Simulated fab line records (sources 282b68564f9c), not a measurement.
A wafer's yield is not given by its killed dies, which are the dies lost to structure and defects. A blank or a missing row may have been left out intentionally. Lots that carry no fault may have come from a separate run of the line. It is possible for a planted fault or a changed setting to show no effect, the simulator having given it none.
What tool caused it? + flow rit-cmos + Sampling: 13 lots, 39 wafers, 5 of 202 route steps

== WHAT EACH GAUGE READ, for each wafer ==
RIT_PWELL_TW_MEAS_10. Usual: PWELL_TW gives 948 (standard deviation 8.2).
| lot  | measured    | on            | PWELL_TW    | flag |
|------|-------------|---------------|-------------|------|
| L537 | day 2 00:40 | film-metro-04 | 952 952 956 |      |
| L538 | day 2 05:38 | film-metro-03 | 938 935 940 |      |
| L539 | day 2 10:02 | film-metro-01 | 954 951 948 |      |
| L540 | day 2 14:47 | film-metro-01 | 944 952 955 |      |
| L541 | day 2 19:19 | film-metro-03 | 929 937 939 |      |
| L542 | day 3 01:40 | film-metro-01 | 952 945 949 |      |
| L543 | day 3 04:28 | film-metro-01 | 945 952 945 |      |
| L544 | day 3 13:46 | film-metro-01 | 947 950 953 |      |
| L545 | day 3 17:29 | film-metro-01 | 950 951 951 |      |
| L546 | day 4 00:22 | film-metro-04 | 963 965 965 |      |
| L547 | day 4 03:35 | film-metro-03 | 935 936 946 |      |
| L555 | day 5 18:26 | film-metro-01 | 956 947 947 |      |
| L560 | day 6 19:43 | film-metro-01 | 952 949 952 |      |

RIT_NRETRO_OVL_MEAS_06. Usual: NRETRO_OVL gives 0.2 nm (standard deviation 1.2).
| lot  | measured    | on         | NRETRO_OVL (nm) | flag |
|------|-------------|------------|-----------------|------|
| L537 | day 2 07:57 | overlay-02 | 1.5 -0.4 2.9    |      |
| L538 | day 2 12:12 | overlay-01 | 1.2 1.9 1.9     |      |
| L539 | day 2 16:44 | overlay-01 | 1.2 1.9 1.5     |      |
| L540 | day 2 21:25 | overlay-02 | 0.4 2.3 1.4     |      |
| L541 | day 3 01:35 | overlay-01 | 1.0 1.8 1.0     |      |
| L542 | day 3 08:02 | overlay-01 | -0.7 1.3 -0.2   |      |
| L543 | day 3 11:40 | overlay-02 | 0.4 -0.5 0.0    |      |
| L544 | day 3 20:09 | overlay-02 | 0.2 1.2 -0.8    |      |
| L545 | day 4 00:37 | overlay-02 | 1.0 -1.5 1.1    |      |
| L546 | day 4 06:53 | overlay-02 | 0.7 -1.1 0.4    |      |
| L547 | day 4 10:43 | overlay-01 | 1.1 1.3 1.5     |      |
| L555 | day 6 00:59 | overlay-01 | 1.4 1.7 2.1     |      |
| L560 | day 7 02:09 | overlay-02 | -0.9 -0.1 0.2   |      |

RIT_GATE_THK_MEAS_09. Usual: GATE_POLY_THK gives 250.4 nm (standard deviation 2.6).
| lot  | measured    | on            | GATE_POLY_THK (nm) | flag |
|------|-------------|---------------|--------------------|------|
| L537 | day 2 13:58 | film-metro-01 | 249.8 249.0 246.6  |      |
| L538 | day 2 19:59 | film-metro-02 | 246.8 248.3 249.8  |      |
| L539 | day 2 23:31 | film-metro-01 | 249.8 249.2 251.1  |      |
| L540 | day 3 03:28 | film-metro-01 | 250.8 251.2 251.7  |      |
| L541 | day 3 10:59 | film-metro-01 | 251.1 250.3 250.9  |      |
| L542 | day 3 16:34 | film-metro-01 | 247.7 249.7 247.2  |      |
| L543 | day 3 18:13 | film-metro-02 | 251.4 247.5 248.5  |      |
| L544 | day 4 04:32 | film-metro-02 | 251.4 253.0 251.7  |      |
| L545 | day 4 07:16 | film-metro-02 | 251.4 251.8 252.8  |      |
| L546 | day 4 15:24 | film-metro-01 | 250.0 247.9 247.2  |      |
| L547 | day 4 20:47 | film-metro-01 | 247.5 245.1 247.7  |      |
| L555 | day 6 06:44 | film-metro-01 | 274.7 274.9 277.2  | OFF  |
| L560 | day 7 11:14 | film-metro-02 | 253.2 254.9 254.1  |      |

== TOOL THAT RAN EACH LOT (tool first, then ch and the chambers of the sampled wafers, then the start) ==
| lot  | RIT_NRETRO_STRIP_09                 | RIT_GATE_CVD_08            |
|------|-------------------------------------|----------------------------|
| L537 | plasma-asher-04 ch 0,1, day 2 08:23 | lpcvd-01 ch 1, day 2 12:20 |
| L538 | plasma-asher-01 ch 0,1, day 2 12:38 | lpcvd-01 ch 1, day 2 18:22 |
| L539 | plasma-asher-01 ch 0,1, day 2 17:10 | lpcvd-01 ch 0, day 2 21:54 |
| L540 | plasma-asher-04 ch 0,1, day 2 21:51 | lpcvd-01 ch 1, day 3 01:51 |
| L541 | plasma-asher-04 ch 0,1, day 3 02:01 | lpcvd-01 ch 1, day 3 09:22 |
| L542 | plasma-asher-04 ch 0,1, day 3 08:28 | lpcvd-01 ch 0, day 3 14:56 |
| L543 | plasma-asher-03 ch 0,1, day 3 12:06 | lpcvd-02 ch 0, day 3 16:35 |
| L544 | plasma-asher-03 ch 0,1, day 3 20:35 | lpcvd-02 ch 1, day 4 02:55 |
| L545 | plasma-asher-01 ch 0,1, day 4 01:04 | lpcvd-01 ch 0, day 4 05:38 |
| L546 | plasma-asher-03 ch 0,1, day 4 07:19 | lpcvd-02 ch 1, day 4 13:47 |
| L547 | plasma-asher-03 ch 0, day 4 11:10   | lpcvd-01 ch 1, day 4 18:21 |
| L555 | plasma-asher-03 ch 0,1, day 6 01:25 | lpcvd-01 ch 0, day 6 05:07 |
| L560 | plasma-asher-03 ch 0,1, day 7 02:35 | lpcvd-02 ch 0, day 7 09:37 |
- RIT_NRETRO_STRIP_09: strips in O2, time 180 s.
- RIT_GATE_CVD_08: deposits poly-Si from SiH4, target thk 250 nm, time 2220 s.

== AS READ BY THE TOOLS THEMSELVES (means over the sampled wafers that have a number; for cases with no such wafer, the mark the record gives instead) ==
RIT_NRETRO_STRIP_09. Usual: drypump-motor-current-A reads 5.7 A (standard deviation 0.49).
| lot  | tool            | drypump-motor-current-A (A) | flag |
|------|-----------------|-----------------------------|------|
| L537 | plasma-asher-04 | 5.9                         |      |
| L538 | plasma-asher-01 | 6.0                         |      |
| L539 | plasma-asher-01 | 6.0                         |      |
| L540 | plasma-asher-04 | 6.1                         |      |
| L541 | plasma-asher-04 | 6.1                         |      |
| L542 | plasma-asher-04 | 6.1                         |      |
| L543 | plasma-asher-03 | 5.4                         |      |
| L544 | plasma-asher-03 | 5.4                         |      |
| L545 | plasma-asher-01 | 6.1                         |      |
| L546 | plasma-asher-03 | 5.3                         |      |
| L547 | plasma-asher-03 | 5.5                         |      |
| L555 | plasma-asher-03 | 5.3                         |      |
| L560 | plasma-asher-03 | 5.3                         |      |

RIT_GATE_CVD_08. Usual: zone-power-load-pct reads 12.8 % (standard deviation 0.42).
| lot  | tool     | zone-power-load-pct (%) | flag |
|------|----------|-------------------------|------|
| L537 | lpcvd-01 | 12.7                    |      |
| L538 | lpcvd-01 | 12.7                    |      |
| L539 | lpcvd-01 | 12.4                    |      |
| L540 | lpcvd-01 | 12.6                    |      |
| L541 | lpcvd-01 | 12.7                    |      |
| L542 | lpcvd-01 | 12.5                    |      |
| L543 | lpcvd-02 | 12.4                    |      |
| L544 | lpcvd-02 | 13.5                    |      |
| L545 | lpcvd-01 | 12.5                    |      |
| L546 | lpcvd-02 | 13.7                    |      |
| L547 | lpcvd-01 | 12.8                    |      |
| L555 | lpcvd-01 | 12.4                    |      |
| L560 | lpcvd-02 | 12.5                    |      |

== THE ANSWER, worked out from the rows above alone ==
Rule: a lot is off if the mean of its wafers that have a number lies more than 3 standard deviations from the usual mean. Also off: a lot with no number at a reading for which 4 or more lots have one. The other lots that the step has rows for count as sound. After the gauges, taken in route order, come the tools' own readings; for these a lot's mean is taken, as printed above. At the first step where some lot is off, the reading lying furthest off is the one used; lots without a number count as furthest.
Off: L555, seen at RIT_GATE_THK_MEAS_09 (GATE_POLY_THK).
A tool fits if, at a process step before that reading, it ran every lot that is off, and no sound lot after the first of them. The gauges at RIT_GATE_THK_MEAS_09 are tried like those tools. 2 tools fit, lpcvd-01 at RIT_GATE_CVD_08 and film-metro-01 at RIT_GATE_THK_MEAS_09, so this cannot tell which one it is.

== WHAT THE SIMULATOR HAD INSERTED ==
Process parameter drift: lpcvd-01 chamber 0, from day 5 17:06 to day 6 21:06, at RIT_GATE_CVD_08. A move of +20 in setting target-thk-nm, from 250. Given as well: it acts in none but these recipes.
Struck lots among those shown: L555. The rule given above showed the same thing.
